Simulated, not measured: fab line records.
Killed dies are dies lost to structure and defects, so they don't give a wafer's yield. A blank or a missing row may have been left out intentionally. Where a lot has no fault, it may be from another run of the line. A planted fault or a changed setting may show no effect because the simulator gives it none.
What tool caused it? ; flow berkeley-cmos170 ; 8 lots with 24 wafers sampled at 2 steps, on a route of 331 steps

## WHAT THE GAUGES READ, wafer by wafer
UCB170_ACTIVE_CD_MEAS_13: target cd 1200 nm.
lot;measured;on;cd-nm (nm)
L829;day 4 11:38;cd-sem-02;1199.4 1199.5 1198.9
L834;day 5 08:49;cd-sem-01;1199.6 1199.7 1199.3
L836;day 6 02:06;cd-sem-01;1199.3 1198.7 1201.0
L840;day 6 06:45;cd-sem-02;1199.4 1199.3 1199.8
L843;day 7 05:07;cd-sem-02;1200.2 1201.0 1201.3
L847;day 8 00:59;cd-sem-01;1190.1 1188.3 1190.1
L848;day 8 07:17;cd-sem-01;1189.7 1191.8 1191.7
L851;day 8 21:41;cd-sem-01;1198.8 1201.0 1200.2

## WHAT TOOL EACH LOT RAN ON (gives the tool, then ch and the chambers of the sampled wafers, and finally the start)
lot;UCB170_ACTIVE_EXPOSE_10
L829;krf-scanner-01 ch 0, day 4 10:37
L834;krf-scanner-01 ch 0, day 5 08:26
L836;krf-scanner-02 ch 0, day 6 01:30
L840;krf-scanner-02 ch 0, day 6 05:59
L843;krf-scanner-02 ch 0, day 7 04:40
L847;krf-scanner-02 ch 0, day 8 00:14
L848;krf-scanner-02 ch 0, day 8 06:53
L851;krf-scanner-01 ch 0, day 8 20:29
- UCB170_ACTIVE_EXPOSE_10: exposes mask ACTIVE, target cd 1200 nm.

## THE ANSWER, worked out from the rows above alone
Rule: usual is defined by the lots themselves. The widest of any qualifying gaps counts: lots, ordered by their means at a reading, are off when they make up no more than a third of the lots, leave a main group of 4 or more, and stand apart from it by 3 or more times the standard deviation of that group's means. If all means in a main group match to the digits the tables above print for the reading, that group is not used. A lot without any number at a reading at which 4 lots or more have one is off too. Any other lot the step has rows for is counted as sound.
Off, at UCB170_ACTIVE_CD_MEAS_13 on cd-nm: L847, L848. The main group has a mean of 1199.8 nm with a standard deviation of 0.51.
A tool fits if, at a process step before that reading, it ran every lot that is off, and no sound lot after the first of them. Those tools and the gauges at UCB170_ACTIVE_CD_MEAS_13 are tried in the same way. One candidate fits, namely krf-scanner-02 at UCB170_ACTIVE_EXPOSE_10. A fault onset in the window from L843 (day 7 04:40, its last sound lot) to L847 (day 8 00:14, its first lot off) fits.

## WHAT HAD BEEN PUT IN BY THE SIMULATOR
Drift in process parameters on krf-scanner-02 at UCB170_ACTIVE_EXPOSE_10, starting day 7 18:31. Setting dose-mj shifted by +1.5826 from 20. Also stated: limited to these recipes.
Struck lots among those shown: L847, L848. This agrees with what the rule above found.
